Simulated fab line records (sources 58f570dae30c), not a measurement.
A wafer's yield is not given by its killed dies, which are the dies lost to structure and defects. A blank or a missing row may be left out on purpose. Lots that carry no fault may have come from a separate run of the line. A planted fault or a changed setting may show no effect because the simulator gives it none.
Shared-tool check ; flow berkeleyCmos170 ; 15 lots, 52 wafers sampled

## THE REASON FOR OPENING IT
UCB170_SPACER_THK_MEAS_01, reading SPACER_TEOS_THK: flagged on 3 of 15 lots. Fault-free wafers read 375 nm, with a standard deviation of 4.4.
Rule: flag the lot when none of its wafers has a number, or when each of its wafers that has one lies beyond 4 standard deviations from that mean. The other lots count as sound.

lot;measured;on;SPACER_TEOS_THK (nm), wafer by wafer;flag
L221;day 7 00:20;filmMetro-01;371 372 374;
L222;day 7 00:59;filmMetro-03;372 369 377;
L223;day 7 19:14;filmMetro-03;376 371 378;
L224;day 8 03:29;filmMetro-03;375 384 379;
L225;day 8 03:40;filmMetro-02;376 382 376;
L226;day 8 08:59;filmMetro-01;369 372 371;
L228;day 8 09:29;filmMetro-02;380 379 383;
L230;day 8 21:04;filmMetro-03;748 751 748 751;FLAGGED
L229;day 8 21:11;filmMetro-01;742 745 752 741 745 753;FLAGGED
L235;day 10 10:09;filmMetro-02;367 374 378;
L234;day 10 10:40;filmMetro-02;756 763 765 757 764 765;FLAGGED
L238;day 11 02:16;filmMetro-02;381 378 380;
L241;day 11 23:50;filmMetro-03;379 368 385;
L244;day 12 13:47;filmMetro-03;371 375 377;
L242;day 12 14:29;filmMetro-03;370 369 373;
The numbers of the flagged lots are 753 nm on average: +378 nm against the usual, or +86 standard deviations.

## WHICH TOOL EACH LOT WENT THROUGH
The record keeps 1 process step preceding the reading, out of 331 steps on the route. Every cell lists first the tool, next ch and the chambers used by the sampled wafers, and last the start.
lot;flag;UCB170_SPACER_CVD_00
L221;;pecvd-01 ch 0,1, day 7 00:18
L222;;pecvd-01 ch 0,2, day 7 00:56
L223;;pecvd-03 ch 0,1,2, day 7 19:11
L224;;pecvd-04 ch 0,1,2, day 8 03:25
L225;;pecvd-03 ch 0,2, day 8 03:37
L226;;pecvd-03 ch 0,1,2, day 8 08:56
L228;;pecvd-04 ch 0,1,2, day 8 09:26
L230;FLAGGED;pecvd-04 ch 1,2, day 8 20:49
L229;FLAGGED;pecvd-03 ch 0,1, day 8 20:56
L235;;pecvd-03 ch 0,1,2, day 10 10:07
L234;FLAGGED;pecvd-01 ch 0,1,2, day 10 10:25
L238;;pecvd-03 ch 0,2, day 11 02:13
L241;;pecvd-04 ch 0,1,2, day 11 23:47
L244;;pecvd-03 ch 0,2, day 12 13:44
L242;;pecvd-03 ch 0,1,2, day 12 14:26
What these steps do:
- UCB170_SPACER_CVD_00: deposits SiO2 from TEOS/O2, target thk 376 nm, time 47 s.
- UCB170_SPACER_THK_MEAS_01

## FLAGGED AGAINST TOTAL, ONE TOOL AT A TIME (gauges that did the reading follow at the end)
step;tool;lots run;flagged;share of the flagged lots;sound lots run after its first flagged lot
UCB170_SPACER_CVD_00;pecvd-01;3;1;some;0
UCB170_SPACER_CVD_00;pecvd-03;8;1;some;4 (L235,L238,L244,L242)
UCB170_SPACER_CVD_00;pecvd-04;4;1;some;1 (L241)
UCB170_SPACER_THK_MEAS_01;filmMetro-01;3;1;some;0
UCB170_SPACER_THK_MEAS_01;filmMetro-02;5;1;some;1 (L238)
UCB170_SPACER_THK_MEAS_01;filmMetro-03;7;1;some;3 (L241,L244,L242)

## WHAT THE TABLE ALLOWS
No row of the table ran every flagged lot.

## WHAT WAS PUT IN BY THE SIMULATOR
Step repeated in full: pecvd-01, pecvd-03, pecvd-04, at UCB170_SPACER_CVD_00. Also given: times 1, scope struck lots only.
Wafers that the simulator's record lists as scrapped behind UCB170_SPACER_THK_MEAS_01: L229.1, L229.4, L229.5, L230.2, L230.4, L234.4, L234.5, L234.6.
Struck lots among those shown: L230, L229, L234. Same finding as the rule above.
